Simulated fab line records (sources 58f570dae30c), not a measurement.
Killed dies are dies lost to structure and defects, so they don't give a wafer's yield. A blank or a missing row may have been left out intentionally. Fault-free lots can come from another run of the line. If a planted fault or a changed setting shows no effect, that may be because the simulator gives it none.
Matching of chambers :: flow berkeley cmos170 :: 4 sister chambers for UCB170_GATE_ETCH_15 on rie si-01
The step etches poly-Si in HBr/Cl2, stops on SiO2, time 56.3 s, target depth 278.2 nm. 4 wafers are shown with their chamber, then 7 later ones without.

== WAFERS PAIRED WITH THEIR CHAMBERS ==
wafer: L468.6
chamber: 3
throttle valve pct (%): 26.47

wafer: L469.6
chamber: 0
throttle valve pct (%): 26.74

wafer: L473.3
chamber: 1
throttle valve pct (%): 26.30

wafer: L473.4
chamber: 2
throttle valve pct (%): 26.34

== WAFERS WITHOUT THEIR CHAMBER ==
wafer: L473.6
throttle valve pct (%): 26.33

wafer: L476.2
throttle valve pct (%): 26.72

wafer: L476.4
throttle valve pct (%): 26.33

wafer: L476.6
throttle valve pct (%): 26.45

wafer: L478.4
throttle valve pct (%): 26.73

wafer: L478.5
throttle valve pct (%): 26.45

wafer: L478.6
throttle valve pct (%): 26.72

== THE CHAMBER EACH PASSED THROUGH ==
wafer: L473.6
from the rows above: can't be placed: 2 or 1
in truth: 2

wafer: L476.2
from the rows above: 0
in truth: 0

wafer: L476.4
from the rows above: can't be placed: 2 or 1
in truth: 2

wafer: L476.6
from the rows above: 3
in truth: 3

wafer: L478.4
from the rows above: 0
in truth: 0

wafer: L478.5
from the rows above: 3
in truth: 3

wafer: L478.6
from the rows above: 0
in truth: 0
Placed correctly: 5 of 7. These rows do not allow placing 2 (true chamber among the candidates in 2). Wrongly placed: 0.
How it was worked out, from the rows above alone: a wafer's distance from a chamber is the root of the sum, over the readings, of the square of ((its reading less the chamber's mean) divided by the reading's scatter). If the next closest chamber is less than 2 further off than the closest, the wafer can't be placed; otherwise it belongs to the closest. A chamber's mean is the mean of its shown wafers. The scatter: root of mean squared gap, hidden wafer to nearest shown wafer, with one shown wafer a chamber.
